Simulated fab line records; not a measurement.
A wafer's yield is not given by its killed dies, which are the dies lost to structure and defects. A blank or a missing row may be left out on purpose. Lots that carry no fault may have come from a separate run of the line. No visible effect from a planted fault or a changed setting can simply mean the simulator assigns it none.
Comparing a struck lot with a sound one | flow berkeley cmos170 | 20 steps out of a route of 331
Sound: wafers L456.1, L456.2, L456.3. Struck: wafers L475.1, L475.4, L475.5. The cause comes at the end.
At each step with rows: each side's tool, then ch and its chambers, then its first start. Under that, the readings that differ: sound wafers | struck wafers | difference of the means | sigmas: that difference in standard deviations of wafers without a fault.
alike: words and numbers the same on both sides, and readings whose means are apart by under 2 such deviations; not compared: readings that were withheld, readings missing a value for some wafer, numbers with overlapping values and no deviation given by the record, and bounds like >300 which may hide the same value.
A row with sigmas, a row that says differs or no value, or rows on one side alone: a step with any of these is where the two part. Numbers that don't overlap but have no deviation are shown without sigmas and don't part them. A reading that every wafer of one side lacks parts them only if that side has two wafers or more.

UCB170_CONTACT_ETCH_17: etches BARC in N2/H2.
  sound on rie diel-01 ch 0,2,3, day 7 10:11; struck on rie diel-01 ch 0,2,3, day 11 09:55
  alike: drypump motor current A, oes product au, throttle valve pct
UCB170_CONTACT_ETCH_18: etches PSG in CHF3/CF4/Ar, stops on TiSi2, target depth 840 nm, time 195 s.
  sound on rie diel-01 ch 0,2,3; struck on rie diel-01 ch 0,2,3
  alike: CHF3_flow_sccm, drypump motor current A, oes product au, throttle valve pct
  not compared: rf hours counter h
UCB170_CONTACT_STRIP_19: strips in O2.
  sound on plasma asher-01 ch 0,1, day 7 10:21; struck on plasma asher-04 ch 0, day 11 10:05
  reading                     | sound       | struck      | difference | sigmas
  drypump motor current A (A) | 5.9 5.0 5.1 | 6.2 6.2 6.2 | +0.9       | +2
  alike: oes product au
  not compared: rf hours counter h
UCB170_CONTACT_CD_MEAS_90: target cd 700 nm.
  sound on cd sem-01, day 7 10:27; struck on cd sem-01, day 11 10:11
  alike: cd nm
then, 1 step without rows for these wafers: UCB170_CONTACT_CLEAN_20 (cleans in SPM, time 600 s).
UCB170_M1_SPUTTER_00: material Al, target thk 600 nm, time 80 s.
  sound on pvd sputter-01, day 7 10:45; struck on pvd sputter-01, day 11 10:28
  alike: throttle valve pct
UCB170_M1_RS_MEAS_01: the measuring method here is four-point-probe.
  sound on film metro-02, day 7 10:49; struck on film metro-01, day 11 10:32
  alike: M1_AL_RS
UCB170_M1_THK_MEAS_02: measures by xrf.
  sound on film metro-02, day 7 10:56; struck on film metro-01, day 11 10:40
  reading        | sound       | struck      | difference | sigmas
  M1_AL_THK (nm) | 624 621 623 | 602 606 605 | -18        | -2
then, 4 steps without rows for these wafers: UCB170_M1_COAT_03; UCB170_M1_COAT_04 (resist thk 900 nm); UCB170_M1_SOFTBAKE_05 (time 60 s); UCB170_M1_EXPOSE_06 (exposes mask METAL1, target cd 700 nm).
UCB170_M1_PEB_07:
  sound on litho track-01 ch 0, day 7 11:41; struck on litho track-03 ch 0, day 11 11:25
  reading                  | sound             | struck            | difference | sigmas
  heater power total W (W) | 56.68 56.78 56.85 | 58.52 58.49 58.52 | +1.74      | +40
then, 1 step without rows for these wafers: UCB170_M1_DEVELOP_08 (develop time 45 s).
UCB170_M1_CD_MEAS_09: target cd 700 nm.
  sound on cd sem-01, day 7 11:58; struck on cd sem-02, day 11 11:41
  reading    | sound             | struck            | difference | sigmas
  cd nm (nm) | 703.1 701.8 702.9 | 707.5 707.1 707.1 | +4.6       | +3
UCB170_M1_OVL_MEAS_10:
  sound on overlay-01, day 7 12:05; struck on overlay-02, day 11 11:48
  alike: M1_OVL
UCB170_M1_ETCH_11: etches BARC in N2/H2.
  sound on rie diel-01 ch 0,2,3, day 7 12:07; struck on rie diel-01 ch 1,2, day 11 11:50
  reading             | sound             | struck            | difference | sigmas
  model.M1.cd nm (nm) | 702.7 701.8 702.8 | 707.6 707.8 707.2 | +5.1       |
  alike: drypump motor current A, oes product au, throttle valve pct
UCB170_M1_METAL_ETCH_12: etches Al in Cl2/BCl3, stops on PSG, target depth 780 nm, time 130 s.
  sound on rie metal-03 ch 1, day 7 12:10; struck on rie metal-02 ch 0,1, day 11 11:53
  reading             | sound             | struck            | difference | sigmas
  model.M1.cd nm (nm) | 702.9 701.2 701.2 | 708.8 707.1 708.2 | +6.3       |
  alike: drypump motor current A, oes product au, throttle valve pct
  not compared: rf hours counter h
UCB170_M1_STRIP_13: strips in O2.
  sound on plasma asher-01 ch 0,1, day 7 12:25; struck on plasma asher-03 ch 0, day 11 12:01
  alike: drypump motor current A, oes product au
  not compared: rf hours counter h
next, for these wafers, 1 step has no rows: UCB170_M3_PROBE_99.

## WHERE THEY PART
Earliest at UCB170_CONTACT_STRIP_19; latest, in this record, at UCB170_M1_CD_MEAS_09. Later steps at which nothing parts them and some readings are alike: UCB170_M1_OVL_MEAS_10, UCB170_M1_ETCH_11, UCB170_M1_METAL_ETCH_12, UCB170_M1_STRIP_13.

WHY: the cause the simulator had injected
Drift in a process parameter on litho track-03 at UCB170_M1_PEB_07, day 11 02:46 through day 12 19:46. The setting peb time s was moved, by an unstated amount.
